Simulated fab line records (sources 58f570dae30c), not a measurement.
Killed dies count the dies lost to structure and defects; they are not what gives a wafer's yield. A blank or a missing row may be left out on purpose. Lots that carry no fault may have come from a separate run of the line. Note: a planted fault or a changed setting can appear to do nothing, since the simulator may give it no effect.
A struck lot beside a sound one + flow berkeley-cmos170 + 44 steps out of a route of 331
Sound: the wafers L979.4, L979.5, L979.6. Wafers struck: L984.1, L984.3, L984.5. At the end, the cause is stated.
For every step that has rows: the tool of each side, followed by ch and its chambers, followed by its first start. Under that, the readings that differ: sound wafers + struck wafers + difference of the means + sigmas: that difference in standard deviations of wafers without a fault.
alike: readings with means less than 2 such deviations apart, plus words and numbers identical on both sides. not compared: withheld readings, readings lacking a value on some wafer, bounds such as >300 that could conceal the same value, and numbers that have no deviation in the record and whose values overlap.
The two part at a step that has a row with sigmas, a row that says differs or no value, or rows on one side only. Non-overlapping numbers with no deviation appear without sigmas and do not part them. Lack of a reading on every wafer of one side parts them only where that side has two or more wafers.

first, 7 steps without rows for these wafers: UCB170_ACTIVE_CLEAN_17 (cleans in SPM, time 600 s); UCB170_PFIELD_HMDS_00 (prime time 60 s); UCB170_PFIELD_COAT_01 (resist thk 900 nm); UCB170_PFIELD_SOFTBAKE_02 (time 60 s); UCB170_PFIELD_EXPOSE_03 (exposes mask PFIELD, target cd 1500 nm); UCB170_PFIELD_PEB_04; UCB170_PFIELD_DEVELOP_05 (develop time 45 s).
UCB170_PFIELD_OVL_MEAS_06:
  sound: overlay-01 at day 4 08:27; struck: overlay-01 at day 6 04:30
  alike: PFIELD_OVL
following that, these wafers have no rows for 1 step: UCB170_PFIELD_IMPLANT_07.
UCB170_PFIELD_STRIP_08: strips in O2.
  sound on plasma-asher-04 ch 0,1, day 4 08:39; struck on plasma-asher-01 ch 0,1, day 6 04:41
  alike: drypump-motor-current-A, oes-product-au, strip-time-to-endpoint-s
  not compared: rf-hours-counter-h
UCB170_PFIELD_TW_MEAS_09:
  sound: film-metro-03 at day 4 08:44; struck: film-metro-02 at day 6 04:47
  alike: PFIELD_TW
then, 1 step without rows for these wafers: UCB170_FIELD_CLEAN_00 (cleans in dHF, time 7.5 s).
UCB170_FIELD_OXIDATION_01: target thk 558.3 nm, ox time 7200 s.
  sound on furnace-01 ch 0, day 4 13:40; struck on furnace-01 ch 0, day 6 13:55
  alike: spike-tc-load-C, spike-tc-source-C
UCB170_FIELD_THK_MEAS_02:
  sound: film-metro-01 at day 4 16:41; struck: film-metro-03 at day 6 16:55
| reading              | sound       | struck      | difference | sigmas |
|----------------------|-------------|-------------|------------|--------|
| FIELD_OXIDE_THK (nm) | 567 556 559 | 867 869 859 | +304       | +30    |
then, 1 step without rows for these wafers: UCB170_FIELD_ANNEAL_03 (time 1200 s).
UCB170_FIELD_WET_ETCH_04: etches SiO2 in dHF, time 60 s.
  sound on wet-bench-01 ch 2, day 4 23:25; struck on wet-bench-03 ch 0, day 6 20:23
| reading                                      | sound             | struck            | difference | sigmas |
|----------------------------------------------|-------------------|-------------------|------------|--------|
| model.SiO2_of_FIELD_OXIDATION_01.thk-nm (nm) | 533.7 523.2 525.1 | 832.6 834.3 825.5 | +303.5     |        |
then, 1 step without rows for these wafers: UCB170_FIELD_WET_ETCH_05 (etches Si3N4 in H3PO4, time 12600 s).
UCB170_FIELD_WET_ETCH_06: etches SiO2 in BOE, time 22 s.
  sound on wet-bench-03 ch 0, day 5 02:58; struck on wet-bench-04 ch 2, day 7 00:14
| reading                                      | sound             | struck            | difference | sigmas |
|----------------------------------------------|-------------------|-------------------|------------|--------|
| model.SiO2_of_FIELD_OXIDATION_01.thk-nm (nm) | 450.1 439.8 441.9 | 749.2 751.2 742.4 | +303.7     |        |
UCB170_FIELD_THK_MEAS_90:
  sound: film-metro-02 at day 5 03:05; struck: film-metro-02 at day 7 00:16
| reading                     | sound       | struck      | difference | sigmas |
|-----------------------------|-------------|-------------|------------|--------|
| FIELD_OXIDE_LEFT_1_THK (nm) | 450 440 442 | 749 751 743 | +304       | +30    |
then, 2 steps without rows for these wafers: UCB170_SACOX_CLEAN_00 (cleans in dHF, time 7.5 s); UCB170_SACOX_OXIDATION_01 (target thk 14.4 nm, ox time 2400 s).
UCB170_SACOX_THK_MEAS_02:
  sound: film-metro-03 at day 5 09:43; struck: film-metro-03 at day 7 09:28
  alike: SACOX_OXIDE_THK
then, 2 steps without rows for these wafers: UCB170_SCREENOX_WET_ETCH_00 (etches SiO2 in dHF, time 200 s); UCB170_SCREENOX_OXIDATION_01 (target thk 14.4 nm, ox time 2400 s).
UCB170_SCREENOX_THK_MEAS_02:
  sound: film-metro-04 at day 5 15:14; struck: film-metro-01 at day 7 19:13
  alike: SCREENOX_OXIDE_THK
then, 7 steps without rows for these wafers: UCB170_SCREENOX_ANNEAL_03 (time 900 s); UCB170_NVT_HMDS_00 (prime time 60 s); UCB170_NVT_COAT_01 (resist thk 900 nm); UCB170_NVT_SOFTBAKE_02 (time 60 s); UCB170_NVT_EXPOSE_03 (exposes mask PWELL, target cd 3000 nm); UCB170_NVT_PEB_04; UCB170_NVT_DEVELOP_05 (develop time 45 s).
UCB170_NVT_OVL_MEAS_06:
  sound: overlay-01 at day 5 22:07; struck: overlay-01 at day 8 03:38
  alike: NVT_OVL
following that, these wafers have no rows for 1 step: UCB170_NVT_IMPLANT_07.
UCB170_NVT_STRIP_08: strips in O2.
  sound on plasma-asher-02 ch 0,1, day 5 22:19; struck on plasma-asher-04 ch 1, day 8 03:49
  alike: drypump-motor-current-A, oes-product-au, strip-time-to-endpoint-s
  not compared: rf-hours-counter-h
UCB170_NVT_TW_MEAS_09:
  sound: film-metro-04 at day 5 22:24; struck: film-metro-02 at day 8 03:55
  alike: NVT_TW
then, 6 steps without rows for these wafers: UCB170_NVT_CLEAN_10 (cleans in SPM, time 600 s); UCB170_PVT_HMDS_00 (prime time 60 s); UCB170_PVT_COAT_01 (resist thk 900 nm); UCB170_PVT_SOFTBAKE_02 (time 60 s); UCB170_PVT_EXPOSE_03 (exposes mask NWELL, target cd 3000 nm); UCB170_PVT_PEB_04.
UCB170_FIELD_THK_MEAS_91:
  sound: film-metro-03 at day 6 00:25; struck: film-metro-01 at day 8 06:49
| reading                     | sound       | struck      | difference | sigmas |
|-----------------------------|-------------|-------------|------------|--------|
| FIELD_OXIDE_LEFT_2_THK (nm) | 363 352 354 | 660 662 654 | +302       | +30    |
-- the record jumps here: 2 days lie between the struck wafers' starts before and after (it left off in module FIELD and takes up again in module M3, whose first step shown is number 331 of the route) --
UCB170_M3_PROBE_99:
  the record has rows for the struck wafers here (prober-01, day 10 12:13) and none for the sound ones

== WHERE THEY PART ==
Earliest at UCB170_FIELD_THK_MEAS_02; latest, in this record, at UCB170_M3_PROBE_99.

WHY: what had been put in by the simulator
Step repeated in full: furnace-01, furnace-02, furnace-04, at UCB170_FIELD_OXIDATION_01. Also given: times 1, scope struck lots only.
